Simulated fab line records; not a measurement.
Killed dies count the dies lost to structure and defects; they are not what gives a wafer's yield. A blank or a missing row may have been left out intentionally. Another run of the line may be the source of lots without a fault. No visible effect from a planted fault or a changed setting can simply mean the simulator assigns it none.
Split-lot study || flow berkeley_cmos170 || on a route of 331 steps: 5 lots, 23 wafers read

== ON THE SPLIT ==
At UCB170_PWELL_COAT_08 (resist thk 900 nm), the setting spin_rpm was moved away from the recipe's 1500 rpm on 7 of the 23 wafers read, by -2.0% to +3.6%. All remaining wafers had this setting at the recipe value.

Split to reading: the file shows no intervening step.

== THE READING ==
KrF_of_PWELL_COAT_08.thk_nm (the simulator's own value, which no gauge read), in nm, at UCB170_PWELL_ETCH_14 (etches Si3N4 in CH3F/Ar/O2, stops on SiO2, target depth 242 nm, time 151 s). The file does not state a usual value for it. Here, 16 wafers ran the recipe; their average is 725.7 nm with a standard deviation of 5.9 nm.

{"wafer": "L074.2", "tool, chamber at the split": "litho_track-01, 0", "spin_rpm as run, rpm": 1500, "against the recipe": "recipe", "KrF_of_PWELL_COAT_08.thk_nm, nm": 726.5, "against lot-mates on the recipe": "-"}
{"wafer": "L074.3", "tool, chamber at the split": "litho_track-01, 0", "spin_rpm as run, rpm": 1500, "against the recipe": "recipe", "KrF_of_PWELL_COAT_08.thk_nm, nm": 731.5, "against lot-mates on the recipe": "-"}
{"wafer": "L074.4", "tool, chamber at the split": "litho_track-01, 0", "spin_rpm as run, rpm": 1529, "against the recipe": "+1.9%", "KrF_of_PWELL_COAT_08.thk_nm, nm": 717.3, "against lot-mates on the recipe": -11.0}
{"wafer": "L074.5", "tool, chamber at the split": "litho_track-01, 0", "spin_rpm as run, rpm": 1529, "against the recipe": "+1.9%", "KrF_of_PWELL_COAT_08.thk_nm, nm": 711.9, "against lot-mates on the recipe": -16.4}
{"wafer": "L074.6", "tool, chamber at the split": "litho_track-01, 0", "spin_rpm as run, rpm": 1500, "against the recipe": "recipe", "KrF_of_PWELL_COAT_08.thk_nm, nm": 726.9, "against lot-mates on the recipe": "-"}
{"wafer": "L075.1", "tool, chamber at the split": "litho_track-02, 0", "spin_rpm as run, rpm": 1500, "against the recipe": "recipe", "KrF_of_PWELL_COAT_08.thk_nm, nm": 725.3, "against lot-mates on the recipe": "-"}
{"wafer": "L075.2", "tool, chamber at the split": "litho_track-02, 0", "spin_rpm as run, rpm": 1500, "against the recipe": "recipe", "KrF_of_PWELL_COAT_08.thk_nm, nm": 718.4, "against lot-mates on the recipe": "-"}
{"wafer": "L075.5", "tool, chamber at the split": "litho_track-02, 0", "spin_rpm as run, rpm": 1500, "against the recipe": "recipe", "KrF_of_PWELL_COAT_08.thk_nm, nm": 718.4, "against lot-mates on the recipe": "-"}
{"wafer": "L075.3", "tool, chamber at the split": "litho_track-02, 0", "spin_rpm as run, rpm": 1500, "against the recipe": "recipe", "KrF_of_PWELL_COAT_08.thk_nm, nm": 720.9, "against lot-mates on the recipe": "-"}
{"wafer": "L075.4", "tool, chamber at the split": "litho_track-02, 0", "spin_rpm as run, rpm": 1500, "against the recipe": "recipe", "KrF_of_PWELL_COAT_08.thk_nm, nm": 722.2, "against lot-mates on the recipe": "-"}
{"wafer": "L076.1", "tool, chamber at the split": "litho_track-04, 0", "spin_rpm as run, rpm": 1500, "against the recipe": "recipe", "KrF_of_PWELL_COAT_08.thk_nm, nm": 733.3, "against lot-mates on the recipe": "-"}
{"wafer": "L076.2", "tool, chamber at the split": "litho_track-04, 0", "spin_rpm as run, rpm": 1554, "against the recipe": "+3.6%", "KrF_of_PWELL_COAT_08.thk_nm, nm": 718.8, "against lot-mates on the recipe": -16.3}
{"wafer": "L076.3", "tool, chamber at the split": "litho_track-04, 0", "spin_rpm as run, rpm": 1500, "against the recipe": "recipe", "KrF_of_PWELL_COAT_08.thk_nm, nm": 733.1, "against lot-mates on the recipe": "-"}
{"wafer": "L076.5", "tool, chamber at the split": "litho_track-04, 0", "spin_rpm as run, rpm": 1554, "against the recipe": "+3.6%", "KrF_of_PWELL_COAT_08.thk_nm, nm": 713.9, "against lot-mates on the recipe": -21.2}
{"wafer": "L076.6", "tool, chamber at the split": "litho_track-04, 0", "spin_rpm as run, rpm": 1500, "against the recipe": "recipe", "KrF_of_PWELL_COAT_08.thk_nm, nm": 738.9, "against lot-mates on the recipe": "-"}
{"wafer": "L077.1", "tool, chamber at the split": "litho_track-04, 0", "spin_rpm as run, rpm": 1470, "against the recipe": "-2.0%", "KrF_of_PWELL_COAT_08.thk_nm, nm": 741.4, "against lot-mates on the recipe": "+20.6"}
{"wafer": "L077.2", "tool, chamber at the split": "litho_track-04, 0", "spin_rpm as run, rpm": 1500, "against the recipe": "recipe", "KrF_of_PWELL_COAT_08.thk_nm, nm": 717.7, "against lot-mates on the recipe": "-"}
{"wafer": "L077.3", "tool, chamber at the split": "litho_track-04, 0", "spin_rpm as run, rpm": 1470, "against the recipe": "-2.0%", "KrF_of_PWELL_COAT_08.thk_nm, nm": 733.8, "against lot-mates on the recipe": "+13.0"}
{"wafer": "L077.4", "tool, chamber at the split": "litho_track-04, 0", "spin_rpm as run, rpm": 1470, "against the recipe": "-2.0%", "KrF_of_PWELL_COAT_08.thk_nm, nm": 740.7, "against lot-mates on the recipe": "+19.9"}
{"wafer": "L077.6", "tool, chamber at the split": "litho_track-04, 0", "spin_rpm as run, rpm": 1500, "against the recipe": "recipe", "KrF_of_PWELL_COAT_08.thk_nm, nm": 723.9, "against lot-mates on the recipe": "-"}
{"wafer": "L079.2", "tool, chamber at the split": "litho_track-01, 0", "spin_rpm as run, rpm": 1500, "against the recipe": "recipe", "KrF_of_PWELL_COAT_08.thk_nm, nm": 722.2, "against lot-mates on the recipe": "-"}
{"wafer": "L079.4", "tool, chamber at the split": "litho_track-01, 0", "spin_rpm as run, rpm": 1500, "against the recipe": "recipe", "KrF_of_PWELL_COAT_08.thk_nm, nm": 728.1, "against lot-mates on the recipe": "-"}
{"wafer": "L079.6", "tool, chamber at the split": "litho_track-01, 0", "spin_rpm as run, rpm": 1500, "against the recipe": "recipe", "KrF_of_PWELL_COAT_08.thk_nm, nm": 724.3, "against lot-mates on the recipe": "-"}

FIT RESULTS
A straight line over all 23 wafers: KrF_of_PWELL_COAT_08.thk_nm changes by -4.23 nm for each +1% of spin_rpm; r = -0.72; the points scatter about the line by 5.9 nm.
The same after taking each lot's own level away (the mean of its wafers on the recipe; 23 wafers): -6.6 nm for each +1%; r = -0.94; scatter 3.6 nm.
The reading moves by 24 nm for the largest change in spin_rpm, on that fit.
Measured against the standard deviation above, the lots' own levels, which go from 720.80 to 735.10 nm, span 2.4 times it.
So the lot-to-lot level blurs the effect unless lot-mates are compared.
Check: for one of the wafers moved furthest among these (+3.6%), held out of the fit, the line's prediction against its lot-mates is -25.6 nm. Against them it came out at -16.3 nm.

== FURTHER SPLITS ON THESE WAFERS ==
Before the reading, these wafers also passed through other splits. Each is held against what the fit with the lots' levels taken away leaves over:
{"other split on the same wafers": "UCB170_START_OXIDATION_02 ox_time_s", "wafers away from the commonest value": 18, "r with KrF_of_PWELL_COAT_08.thk_nm (lot level and that fit taken away)": -0.36}
{"other split on the same wafers": "UCB170_NWELL_ETCH_13 time_s", "wafers away from the commonest value": 5, "r with KrF_of_PWELL_COAT_08.thk_nm (lot level and that fit taken away)": -0.10}

== THE WHOLE CHAIN: every reading that the file lists as answering this split, in the file's order ==
{"step": "UCB170_PWELL_COAT_08", "what it does": "resist thk 900 nm", "reading": "KrF_of_PWELL_COAT_08.thk_nm (the simulator's own value, which no gauge read)", "change (the file's fit)": "-4.64 nm for each +1% of the setting", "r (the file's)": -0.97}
{"step": "UCB170_PWELL_ETCH_14", "what it does": "etches Si3N4 in CH3F/Ar/O2, stops on SiO2, target depth 242 nm, time 151 s", "reading": "KrF_of_PWELL_COAT_08.thk_nm (the simulator's own value, which no gauge read)", "change (the file's fit)": "-6.26 nm for each +1% of the setting", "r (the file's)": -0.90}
{"step": "UCB170_PWELL_STRIP_16", "what it does": "strips in O2", "reading": "strip_time_to_endpoint_s", "change (the file's fit)": "withheld for each +1% of the setting", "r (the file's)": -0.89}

== FILE'S OWN FIT ==
KrF_of_PWELL_COAT_08.thk_nm changes by -6.26 nm for each +1% of spin_rpm, r = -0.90.
